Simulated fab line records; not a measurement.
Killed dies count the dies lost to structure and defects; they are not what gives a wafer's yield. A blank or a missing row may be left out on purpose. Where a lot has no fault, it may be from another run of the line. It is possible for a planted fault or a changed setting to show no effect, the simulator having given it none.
Split-lot study | flow rit-cmos | 5 lots, 23 wafers read, on a route of 202 steps

ON THE SPLIT
At RIT_GATE_OXIDATION_05 (target thk 3 nm, ox time 270 s), the setting temp-c was moved away from the recipe's 900 C on 10 of the 23 wafers read, by +1.6% to +2.2%. This setting was run at the recipe's value on the other wafers.

SPLIT TO READING: what lies between them in the file, 1 step
- RIT_GATE_ANNEAL_06: time 600 s

THE READING
At RIT_GATE_THK_MEAS_07: GATE_OXIDE_THK, given in nm. Typical for fault-free wafers on this fab line: 3.01 nm, with standard deviation 0.056 nm.

wafer  | tool, chamber at the split | temp-c as run, C | against the recipe | GATE_OXIDE_THK, nm | against lot-mates on the recipe
L074.2 | -, -                       | 919.7            | +2.2%              | 3.83               | no lot-mate on the recipe
L074.3 | -, -                       | 919.7            | +2.2%              | 3.85               | no lot-mate on the recipe
L074.4 | -, -                       | 919.7            | +2.2%              | 3.82               | no lot-mate on the recipe
L074.5 | -, -                       | 919.7            | +2.2%              | 3.86               | no lot-mate on the recipe
L074.6 | -, -                       | 919.7            | +2.2%              | 3.79               | no lot-mate on the recipe
L075.1 | -, -                       | 900              | recipe             | 3.00               | -
L075.2 | -, -                       | 900              | recipe             | 3.04               | -
L075.3 | -, -                       | 900              | recipe             | 3.02               | -
L075.5 | -, -                       | 900              | recipe             | 3.00               | -
L075.6 | -, -                       | 900              | recipe             | 3.02               | -
L078.1 | -, -                       | 900              | recipe             | 2.95               | -
L078.2 | -, -                       | 900              | recipe             | 2.97               | -
L078.4 | -, -                       | 900              | recipe             | 3.04               | -
L078.5 | -, -                       | 900              | recipe             | 3.04               | -
L078.6 | -, -                       | 900              | recipe             | 3.06               | -
L079.1 | -, -                       | 914.8            | +1.6%              | 3.68               | no lot-mate on the recipe
L079.2 | -, -                       | 914.8            | +1.6%              | 3.61               | no lot-mate on the recipe
L079.3 | -, -                       | 914.8            | +1.6%              | 3.66               | no lot-mate on the recipe
L079.4 | -, -                       | 914.8            | +1.6%              | 3.68               | no lot-mate on the recipe
L079.6 | -, -                       | 914.8            | +1.6%              | 3.61               | no lot-mate on the recipe
L081.1 | furnace-01, 0              | 900              | recipe             | 3.01               | -
L081.5 | furnace-01, 0              | 900              | recipe             | 3.00               | -
L081.6 | furnace-01, 0              | 900              | recipe             | 2.96               | -

FIT RESULTS
A straight line over all 23 wafers: GATE_OXIDE_THK changes by +0.38 nm for each +1% of temp-c; r = +1.00; the points scatter about the line by 0.033 nm.
Too few moved wafers have a lot-mate on the recipe to fit a line with each lot's own level taken away.

THE WHOLE CHAIN: every reading that the file lists as answering this split, in the file's order
step                  | what it does                   | reading                                                                           | change (the file's fit)               | r (the file's)
RIT_GATE_OXIDATION_05 | target thk 3 nm, ox time 270 s | SiO2_of_GATE_OXIDATION_05.thk-nm (the simulator's own value, which no gauge read) | +0.383 nm for each +1% of the setting | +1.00
RIT_GATE_THK_MEAS_07  |                                | GATE_OXIDE_THK                                                                    | +0.38 for each +1% of the setting     | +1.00
RIT_M1_PROBE_99       |                                | etest.pmos_0p3.r-on-ohm-um (the simulator's own value, which no gauge read)       | +706 for each +1% of the setting      | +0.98
RIT_M1_PROBE_99       |                                | etest.nmos_0p3.r-on-ohm-um (the simulator's own value, which no gauge read)       | +193 for each +1% of the setting      | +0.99
RIT_M1_PROBE_99       |                                | etest.nmos_0p15.r-on-ohm-um (the simulator's own value, which no gauge read)      | +64.7 for each +1% of the setting     | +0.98
RIT_M1_PROBE_99       |                                | etest.nmos_0p15.drive-ua-um (the simulator's own value, which no gauge read)      | -45.7 for each +1% of the setting     | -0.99
RIT_M1_PROBE_99       |                                | etest.nmos-narrow.drive-ua-um (the simulator's own value, which no gauge read)    | -29.6 for each +1% of the setting     | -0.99
RIT_M1_PROBE_99       |                                | etest.nmos_0p3.drive-ua-um (the simulator's own value, which no gauge read)       | -29.5 for each +1% of the setting     | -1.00

THE FILE'S OWN FIT
GATE_OXIDE_THK changes by +0.38 nm for each +1% of temp-c, r = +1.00.
